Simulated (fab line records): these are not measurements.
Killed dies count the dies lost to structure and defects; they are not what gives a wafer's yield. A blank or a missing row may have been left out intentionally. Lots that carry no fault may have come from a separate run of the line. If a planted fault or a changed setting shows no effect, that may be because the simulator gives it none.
Split-lot experiment -- flow rit_cmos -- 27 wafers read from 5 lots, route of 202 steps

## ABOUT THE SPLIT
At RIT_GATE_ETCH_19 (etches poly-Si in SF6/CHF3/O2, stops on SiO2, time 165 s, target depth 312.5 nm), the setting time_s was moved away from the recipe's 165 s on 6 of the 27 wafers read, by -24.1% to +48.3%. The other wafers ran this setting at the recipe's value.

The reading comes from the split's own step.

## THE READING
NOVOLAK_of_GATE_COAT_11.thk_nm (the simulator's own value, which no gauge read), in nm, at RIT_GATE_ETCH_19 (etches poly-Si in SF6/CHF3/O2, stops on SiO2, time 165 s, target depth 312.5 nm). There is no usual value for it anywhere in the file. Here, 21 wafers ran the recipe; their average is 669.7 nm with a standard deviation of 3.2 nm.

wafer,"tool, chamber at the split","time_s as run, s",against the recipe,"NOVOLAK_of_GATE_COAT_11.thk_nm, nm",against lot-mates on the recipe
L075.1,"rie_si-01, 3",165,recipe,672.9,-
L075.2,"rie_si-01, 1",165,recipe,675.3,-
L075.3,"rie_si-01, 2",165,recipe,668.4,-
L075.4,"rie_si-01, 0",165,recipe,672.6,-
L075.5,"rie_si-01, 0",165,recipe,670.9,-
L075.6,"rie_si-01, 1",165,recipe,676.1,-
L074.1,"rie_si-02, 2",165,recipe,667.8,-
L074.2,"rie_si-02, 3",125.2,-24.1%,690.1,+20.0
L074.3,"rie_si-02, 1",165,recipe,670.9,-
L074.4,"rie_si-02, 0",125.2,-24.1%,688.8,+18.7
L074.5,"rie_si-02, 0",125.2,-24.1%,689.6,+19.5
L074.6,"rie_si-02, 1",165,recipe,671.6,-
L077.1,"rie_si-02, 3",165,recipe,667.6,-
L077.2,"rie_si-02, 0",165,recipe,668.2,-
L077.3,"rie_si-02, 1",165,recipe,666.2,-
L077.4,"rie_si-02, 2",165,recipe,666.6,-
L077.5,"rie_si-02, 2",165,recipe,664.4,-
L077.6,"rie_si-02, 1",165,recipe,670,-
L078.1,"rie_si-01, 0",165,recipe,668.5,-
L078.2,"rie_si-01, 2",165,recipe,669,-
L078.6,"rie_si-01, 2",165,recipe,669.4,-
L084.1,"rie_si-01, 1",244.7,+48.3%,638.5,-30.4
L084.2,"rie_si-01, 0",165,recipe,668.6,-
L084.3,"rie_si-01, 3",165,recipe,673.8,-
L084.4,"rie_si-01, 1",244.7,+48.3%,635.6,-33.3
L084.5,"rie_si-01, 0",165,recipe,664.2,-
L084.6,"rie_si-01, 3",244.7,+48.3%,634.4,-34.5

THE FIT
A straight line over all 27 wafers: NOVOLAK_of_GATE_COAT_11.thk_nm changes by -0.723 nm for each +1% of time_s; r = -0.97; the points scatter about the line by 3.1 nm.
The same after taking each lot's own level away (the mean of its wafers on the recipe; 27 wafers): -0.706 nm for each +1%; r = -0.98; scatter 2.4 nm.
On that fit, the largest move of time_s shifts the reading by 34 nm.
From 667.17 to 672.70 nm: that is the span of the lots' own levels, equal to 1.8 times the standard deviation above.
The two slopes agree, so the slope changes little with the lot-to-lot level.
Check: with one of the wafers moved furthest among these (+48.3%) left out of the fit, the line predicts -35 nm for it against its lot-mates. It came out at -30.4 nm against them.

## ADDITIONAL SPLITS CARRIED BY THESE WAFERS
Other splits were also applied to these wafers ahead of the reading. Each is held against what the fit with the lots' levels taken away leaves over:
other split on the same wafers,wafers away from the commonest value,r with NOVOLAK_of_GATE_COAT_11.thk_nm (lot level and that fit taken away)
RIT_ACTIVE_CVD_03 time_s,6,+0.10

## FILE'S OWN FIT
NOVOLAK_of_GATE_COAT_11.thk_nm changes by -0.702 nm for each +1% of time_s, r = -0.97.
